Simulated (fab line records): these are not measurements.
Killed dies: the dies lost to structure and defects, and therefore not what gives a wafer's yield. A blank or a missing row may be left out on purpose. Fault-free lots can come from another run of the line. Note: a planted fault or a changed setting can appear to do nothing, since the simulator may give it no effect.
Which tool did it? / flow berkeley-cmos170 / 36 wafers from 12 lots sampled at 2 of the route's 331 steps

## WHAT THE GAUGES SHOWED, per wafer
UCB170_PFIELD_TW_MEAS_09.
lot=L075; measured=day 4 14:04; on=film-metro-02; PFIELD_TW=607 607 605
lot=L077; measured=day 5 01:37; on=film-metro-02; PFIELD_TW=608 605 604
lot=L078; measured=day 5 09:14; on=film-metro-02; PFIELD_TW=605 605 599
lot=L080; measured=day 5 13:35; on=film-metro-02; PFIELD_TW=600 605 602
lot=L084; measured=day 6 13:40; on=film-metro-04; PFIELD_TW=600 603 607
lot=L083; measured=day 6 14:59; on=film-metro-03; PFIELD_TW=598 597 597
lot=L087; measured=day 7 03:02; on=film-metro-03; PFIELD_TW=598 597 599
lot=L088; measured=day 7 08:31; on=film-metro-02; PFIELD_TW=599 599 602
lot=L091; measured=day 7 20:22; on=film-metro-02; PFIELD_TW=599 599 602
lot=L093; measured=day 8 02:25; on=film-metro-02; PFIELD_TW=597 603 599
lot=L095; measured=day 8 15:50; on=film-metro-02; PFIELD_TW=602 600 598
lot=L097; measured=day 9 03:44; on=film-metro-02; PFIELD_TW=604 606 606

## WHICH TOOL RAN EACH LOT (tool, then ch and the chambers of the sampled wafers, then the start)
lot=L075; UCB170_PFIELD_STRIP_08=plasma-asher-02 ch 0,1, day 4 13:58
lot=L077; UCB170_PFIELD_STRIP_08=plasma-asher-03 ch 0,1, day 5 01:31
lot=L078; UCB170_PFIELD_STRIP_08=plasma-asher-02 ch 0,1, day 5 09:08
lot=L080; UCB170_PFIELD_STRIP_08=plasma-asher-03 ch 0,1, day 5 13:29
lot=L084; UCB170_PFIELD_STRIP_08=plasma-asher-03 ch 0,1, day 6 13:33
lot=L083; UCB170_PFIELD_STRIP_08=plasma-asher-02 ch 0,1, day 6 14:53
lot=L087; UCB170_PFIELD_STRIP_08=plasma-asher-01 ch 0,1, day 7 02:56
lot=L088; UCB170_PFIELD_STRIP_08=plasma-asher-02 ch 0,1, day 7 08:26
lot=L091; UCB170_PFIELD_STRIP_08=plasma-asher-01 ch 0,1, day 7 20:16
lot=L093; UCB170_PFIELD_STRIP_08=plasma-asher-01 ch 0,1, day 8 02:19
lot=L095; UCB170_PFIELD_STRIP_08=plasma-asher-03 ch 1, day 8 15:44
lot=L097; UCB170_PFIELD_STRIP_08=plasma-asher-03 ch 0,1, day 9 03:39
- UCB170_PFIELD_STRIP_08: strips in O2.

## THE ANSWER, worked out from the rows above alone
Rule: usual is defined by the lots themselves. The widest of any qualifying gaps counts: lots, ordered by their means at a reading, are off when they make up no more than a third of the lots, leave a main group of 4 or more, and stand apart from it by 3 or more times the standard deviation of that group's means. A main group whose means are all the same, to the digits that the tables above print for the reading, isn't used. A lot without any number at a reading at which 4 lots or more have one is off too. The other lots that the step has rows for count as sound.
No lot is off on any of the readings shown, so nothing can be concluded from this.

## WHAT THE SIMULATOR HAD INSERTED
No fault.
